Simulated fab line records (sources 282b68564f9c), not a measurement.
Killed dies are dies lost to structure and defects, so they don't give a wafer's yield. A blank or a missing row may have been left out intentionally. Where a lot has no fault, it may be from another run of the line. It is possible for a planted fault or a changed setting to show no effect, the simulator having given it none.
fab line records -- flow rit-cmos
record: lots: 6, wafers: 18, last-day: 7
route steps=202 shown PSD@144 SDANNEAL@153 M1@202
lots that met no fault: from a run of the same line without faults
start-h: hours from the record's opening day to when the first of the lot's shown wafers began -- wait-h: hours since the lot's step before -- " identical to the entry in the row above -- L1.1+2: one row covering several wafers at once -- - either no value or no given start -- * or withheld: withheld -- < > ~ a bound
route shown NAME@n: names a module that has steps shown in the file, with the first one's number in the route -- usual: the fault-free wafers' mean and standard deviation -- same: alike in all rows -- chamber/n: place in a boat -- sites: the reading at each site -- _std_site: standard deviation of those values -- _edge_site: outer sites' mean less inner sites' -- radius-mm: for every site, how far away it sits from the centre of the wafer -- mask NAME#n: copy n -- behind: tool/chamber where the wafer was last shaped -- hold: cause of the lot's hold/its duration in hours/its outcome -- device: the transistor (n, p or np) that didn't switch -- end of line: tests run on the same wafers once the route is complete -- a step given without rows: its recipe and nothing more -- killed: at the first sort, the dies lost to defects and structure; wafer yield is something else -- map: dies across one wafer; x = killed, . = not, _ = none there
set.NAME: the run value of the setting; set.NAME@STEP: its run value at that earlier step -- model.NAME: the simulator's own value behind a step, which no gauge read
lots seen at some steps along the route; tables by step, rows by wafer
services: a tool's chamber out of use, with start hour (start-h, from the record's first day; less than 0 if before it), hours out, and reason
== steps ==
step: RIT_PSD_SOFTBAKE_02
recipe: resist: NOVOLAK, temp-c: 90, time-s: 58.18
step: RIT_PSD_EXPOSE_03
recipe: mask-id: M10, na: 0.57, target-cd-nm: 40900, dose-mj: 250
step: RIT_PSD_PEB_04
recipe: resist: NOVOLAK, temp-c: withheld, time-s: withheld
step: RIT_PSD_DEVELOP_05
recipe: resist: NOVOLAK, develop-time-s: 50, dev-temp-c: 23
step: RIT_PSD_OVL_MEAS_06
usual: PSD_OVL: 0.3/1.8
lot.wafer,tool,chamber,start-h,wait-h,PSD_OVL[nm]
L160.1,overlay-01,-,48.73,-,-0.3
L160.3,overlay-01,-,48.73,-,0.2
L160.5,overlay-01,-,48.73,-,-0.2
L166.2,overlay-02,-,78.79,-,-1.2
L166.3,overlay-02,-,78.79,-,-2.6
L166.5,overlay-02,-,78.79,-,-0.4
L170.4,overlay-01,-,98.51,-,-1.2
L170.5,overlay-01,-,98.51,-,-2.0
L170.6,overlay-01,-,98.51,-,-1.0
L172.1,overlay-01,-,109.66,-,2.6
L172.2,overlay-01,-,109.66,-,2.0
L172.4,overlay-01,-,109.66,-,2.7
L173.1,overlay-01,-,113.92,-,-1.0
L173.2,overlay-01,-,113.92,-,-0.8
L173.5,overlay-01,-,113.92,-,-0.8
L181.2,overlay-01,-,153.18,-,-1.2
L181.4,overlay-01,-,153.18,-,1.2
L181.6,overlay-01,-,153.18,-,1.5
step: RIT_PSD_HARDBAKE_07
recipe: resist: NOVOLAK, temp-c: 140, time-s: 60
step: RIT_PSD_IMPLANT_08
recipe: species: BF2, energy-kev: 27, dose-cm2: 5e+15, tilt-deg: 7
step: RIT_PSD_STRIP_09
recipe: chemistry: O2, time-s: 180, resist: NOVOLAK, platen-temp-c: withheld, power-w: 500, pressure-mtorr: 4000, o2-flow-sccm: 4000
usual: drypump-motor-current-A: 5.6/0.42
lot.wafer,tool,chamber,start-h,wait-h,drypump-motor-current-A,rf-hours-counter-h
L160.1,plasma-asher-03,1,49.06,0.1,5.5,40
L160.3,plasma-asher-03,0,49.06,0.1,6.1,-
L160.5,plasma-asher-03,1,49.06,0.1,5.5,-
L166.2,plasma-asher-03,0,79.12,0.1,6.1,43
L166.3,plasma-asher-03,0,79.12,0.1,6.1,-
L166.5,plasma-asher-03,0,79.12,0.1,6.1,-
L170.4,plasma-asher-04,1,98.89,0.1,5.0,-
L170.5,plasma-asher-04,0,98.89,0.1,5.7,-
L170.6,plasma-asher-04,1,98.89,0.1,5.0,-
L172.1,plasma-asher-01,0,110.00,0.1,5.6,45
L172.2,plasma-asher-01,1,110.00,0.1,6.3,45
L172.4,plasma-asher-01,1,110.00,0.1,6.3,-
L173.1,plasma-asher-04,1,114.25,0.1,4.9,47
L173.2,plasma-asher-04,0,114.25,0.1,5.7,47
L173.5,plasma-asher-04,1,114.25,0.1,4.9,-
L181.2,plasma-asher-04,1,153.51,0.1,5.0,51
L181.4,plasma-asher-04,0,153.51,0.1,5.7,-
L181.6,plasma-asher-04,0,153.51,0.1,5.7,-
step: RIT_PSD_TW_MEAS_10
usual: PSD_TW: 3399/28
lot.wafer,tool,chamber,start-h,wait-h,PSD_TW
L160.1,film-metro-04,-,49.24,0.1,3400
L160.3,film-metro-04,-,49.24,0.1,3416
L160.5,film-metro-04,-,49.24,0.1,3401
L166.2,film-metro-04,-,79.30,0.1,3451
L166.3,film-metro-04,-,79.30,0.1,3441
L166.5,film-metro-04,-,79.30,0.1,3434
L170.4,film-metro-02,-,99.04,0.1,3369
L170.5,film-metro-02,-,99.04,0.1,3370
L170.6,film-metro-02,-,99.04,0.1,3375
L172.1,film-metro-02,-,110.17,0.1,3363
L172.2,film-metro-02,-,110.17,0.1,3371
L172.4,film-metro-02,-,110.17,0.1,3367
L173.1,film-metro-04,-,114.43,0.1,3414
L173.2,film-metro-04,-,114.43,0.1,3413
L173.5,film-metro-04,-,114.43,0.1,3426
L181.2,film-metro-02,-,153.70,0.1,3383
L181.4,film-metro-02,-,153.70,0.1,3402
L181.6,film-metro-02,-,153.70,0.1,3350
step: RIT_SDANNEAL_CLEAN_00
recipe: chemistry: SC1, mix: 3:3:50, time-s: 600, temp-c: 75
step: RIT_SDANNEAL_CLEAN_01
recipe: chemistry: dHF, dilution: 50:1, time-s: 30
step: RIT_SDANNEAL_CLEAN_02
recipe: chemistry: SC2, mix: 3:3:50, time-s: 600, temp-c: 75, dry: n2-spin
step: RIT_SDANNEAL_RTA_03
recipe: temp-c: 1050, time-s: 5, idle-temp-c: 600, ramp-up-c-per-s: 342, ramp-down-c-per-s: 171, cool-to-c: 600, ambient: N2
usual: wafer_temp_C_max: 1053.5/1.1
lot.wafer,tool,chamber,start-h,wait-h,wafer_temp_C_max
L160.1,rtp-anneal-02,0,49.70,0.0,1053.2
L160.3,rtp-anneal-02,0,49.70,0.0,1054.0
L160.5,rtp-anneal-02,0,49.70,0.0,1052.2
L166.2,rtp-anneal-02,0,79.76,0.0,1052.9
L166.3,rtp-anneal-02,0,79.76,0.0,1051.0
L166.5,rtp-anneal-02,0,79.76,0.0,1055.2
L170.4,rtp-anneal-02,0,99.46,0.0,1086.7
L170.5,rtp-anneal-02,0,99.46,0.0,1087.0
L170.6,rtp-anneal-02,0,99.46,0.0,1087.8
L172.1,rtp-anneal-02,0,110.60,0.0,1084.4
L172.2,rtp-anneal-02,0,110.60,0.0,1086.4
L172.4,rtp-anneal-02,0,110.60,0.0,1085.6
L173.1,rtp-anneal-01,0,114.89,0.0,1054.6
L173.2,rtp-anneal-01,0,114.89,0.0,1052.1
L173.5,rtp-anneal-01,0,114.89,0.0,1055.4
L181.2,rtp-anneal-01,0,154.12,0.0,1052.9
L181.4,rtp-anneal-01,0,154.12,0.0,1052.8
L181.6,rtp-anneal-01,0,154.12,0.0,1053.9
step: RIT_SDANNEAL_RS_MEAS_04
recipe: thk-meas-gauge: four-point-probe
usual: PSD_RS: 115.9/0.32
lot.wafer,tool,chamber,start-h,wait-h,hold,PSD_RS[ohm/sq]
L160.1,film-metro-02,-,49.76,0.0,-,115.3
L160.3,film-metro-02,-,49.76,0.0,-,115.7
L160.5,film-metro-02,-,49.76,0.0,-,115.5
L166.2,film-metro-03,-,79.83,0.1,-,116.2
L166.3,film-metro-03,-,79.83,0.1,-,116.0
L166.5,film-metro-03,-,79.83,0.1,-,116.0
L170.4,film-metro-02,-,99.55,0.1,await-dispo/0.2h/release,94.2
L170.5,film-metro-02,-,99.55,0.1,await-dispo/0.2h/release,94.1
L170.6,film-metro-02,-,99.55,0.1,await-dispo/0.2h/release,94.1
L170.4,film-metro-02,-,99.91,0.3,-,94.3
L170.5,film-metro-02,-,99.91,0.3,-,94.1
L170.6,film-metro-02,-,99.91,0.3,-,94.1
L172.1,film-metro-04,-,110.66,0.0,await-dispo/0.2h/release,93.8
L172.2,film-metro-04,-,110.66,0.0,await-dispo/0.2h/release,93.8
L172.4,film-metro-04,-,110.66,0.0,await-dispo/0.2h/release,93.8
L172.1,film-metro-04,-,111.02,0.3,-,93.9
L172.2,film-metro-04,-,111.02,0.3,-,93.8
L172.4,film-metro-04,-,111.02,0.3,-,93.7
L173.1,film-metro-02,-,114.95,0.0,-,115.9
L173.2,film-metro-02,-,114.95,0.0,-,115.6
L173.5,film-metro-02,-,114.95,0.0,-,115.7
L181.2,film-metro-02,-,154.19,0.1,-,115.7
L181.4,film-metro-02,-,154.19,0.1,-,115.6
L181.6,film-metro-02,-,154.19,0.1,-,115.3
step: RIT_M1_PROBE_99
usual: defect-limited-yield: 97.4/1.1, killed-at-front-end: 6.6/3, killed-dies: 7/3, killed-open: 3.3/2, killed-short: 3.4/2, sort_bin_3_pad_short: 0.1/0.25, sort_bin_5_function: 1.5/0.86, sort_bin_6_memory: 0.9/0.63, sort-n-pass: 257/3, sort-yield-pct: 97.4/1.1
same: gross-dies: 264, killed_at_M0_to_M3: 0, killed_at_M4_up: 0, killed-at-back-side: 0, killed-at-contacts: 0, killed-at-other: 0
lot.wafer,tool,chamber,start-h,wait-h,defect-limited-yield[%],killed-at-front-end,killed-dies,killed-open,killed-short,sort_bin_3_pad_short[%],sort_bin_5_function[%],sort_bin_6_memory[%],sort-n-pass,sort-yield-pct[%]
L160.1,prober-01,-,57.34,0.1,98.9,3,3,2,1,0,0.4,0.8,261,98.9
L160.3,prober-01,-,57.44,0.2,97.7,6,6,2,4,0,0.8,1.5,258,97.7
L160.5,prober-01,-,57.54,0.2,98.9,3,3,1,2,0,0.4,0.8,261,98.9
L166.2,prober-01,-,88.83,0.1,97.3,7,7,3,4,0,1.9,0.8,257,97.3
L166.3,prober-01,-,88.88,0.2,96.6,9,9,3,6,0,2.3,1.1,255,96.6
L166.5,prober-01,-,88.98,0.2,97.7,6,6,2,4,0,1.5,0.8,258,97.7
L173.1,prober-01,-,122.36,0.1,97.7,6,6,2,4,0,1.5,0.8,258,97.7
L173.2,prober-01,-,122.41,0.1,97.0,8,8,3,5,0.4,1.1,1.5,256,97.0
L173.5,prober-01,-,122.56,0.2,97.3,7,7,3,4,0,1.9,0.8,257,97.3
L181.2,prober-02,-,161.76,0.1,95.1,13,13,5,8,0,3.0,1.9,251,95.1
L181.4,prober-02,-,161.86,0.2,99.6,1,1,0,1,0,0.4,0,263,99.6
L181.6,prober-02,-,161.96,0.2,98.1,5,5,2,3,0,1.1,0.8,259,98.1
killed by level:class
L160.1 REOX:geometric-particle:open=1 SPACER:geometric-particle:open=1 SILICIDE:geometric-particle:short=1
L160.3 GATE:geometric-particle:open=2 GATE:geometric-particle:short=2 SPACER:geometric-particle:short=2
L160.5 GATE:geometric-particle:open=1 GATE:geometric-particle:short=1 SPACER:geometric-particle:short=1
L166.2 FOX1:geometric-particle:short=1 GATE:geometric-particle:open=1 GATE:geometric-particle:short=1 SPACER:geometric-particle:short=1 SPACER:geometric-particle:open=1 SILICIDE:geometric-particle:open=1 SILICIDE:geometric-particle:short=1
L166.3 GATE:geometric-particle:short=4 GATE:geometric-particle:open=2 SPACER:geometric-particle:short=2 SPACER:geometric-particle:open=1
L166.5 GATE:geometric-particle:short=3 GATE:geometric-particle:open=1 FOX1:geometric-particle:short=1 FOX1:geometric-particle:open=1
L173.1 GATE:geometric-particle:short=3 FOX1:geometric-particle:short=1 FOX2:geometric-particle:open=1 GATE:geometric-particle:open=1
L173.2 GATE:geometric-particle:short=4 FOX1:geometric-particle:open=1 GATE:geometric-particle:open=1 SPACER:geometric-particle:short=1 SPACER:geometric-particle:open=1
L173.5 FOX1:geometric-particle:short=1 FOX2:geometric-particle:open=1 GATE:geometric-particle:open=1 GATE:geometric-particle:short=1 REOX:geometric-particle:short=1 SPACER:geometric-particle:open=1 SILICIDE:geometric-particle:short=1
L181.2 GATE:geometric-particle:short=3 FOX2:geometric-particle:short=2 GATE:geometric-particle:open=2 SPACER:geometric-particle:open=2 FOX1:geometric-particle:open=1 FOX1:geometric-particle:short=1 SPACER:geometric-particle:short=1 SILICIDE:geometric-particle:short=1
L181.4 REOX:geometric-particle:short=1
L181.6 SPACER:geometric-particle:open=2 SILICIDE:geometric-particle:short=2 SPACER:geometric-particle:short=1
== services ==
tool,chamber,start-h,hours,kind
plasma-asher-03,-,108.75,9.0,pm
plasma-asher-03,0,108.75,9.0,vent-cycle
plasma-asher-03,1,108.75,9.0,vent-cycle
plasma-asher-03,0,117.75,-,clean
plasma-asher-03,1,117.75,-,clean
plasma-asher-03,-,153.41,2.8,pm
== key ==
first-sign: step: RIT_SDANNEAL_RTA_03, reading: wafer_temp_C_max, direction: up, sigmas: 30, usual: *, struck: *
effect: step: RIT_SDANNEAL_RS_MEAS_04, reading: visit, direction: added
effect: step: RIT_SDANNEAL_RS_MEAS_04, reading: PSD_RS, direction: down, sigmas: 69, usual: 115.9, struck: 94.0
met-at RIT_SDANNEAL_RTA_03
struck-wafers L170.4,L170.5,L170.6,L172.1,L172.2,L172.4
scrapped-behind RIT_SDANNEAL_RS_MEAS_04 L170.4,L170.5,L170.6,L172.1,L172.2,L172.4
onset-between 79.76 99.46
fault: kind: process-parameter-drift, tool: rtp-anneal-02, chamber: -, onset-h: 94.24, steps: RIT_SDANNEAL_RTA_03, channel: temp-c, offset: *, shape: step, end-h: 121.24, acts-in: *, stated: *
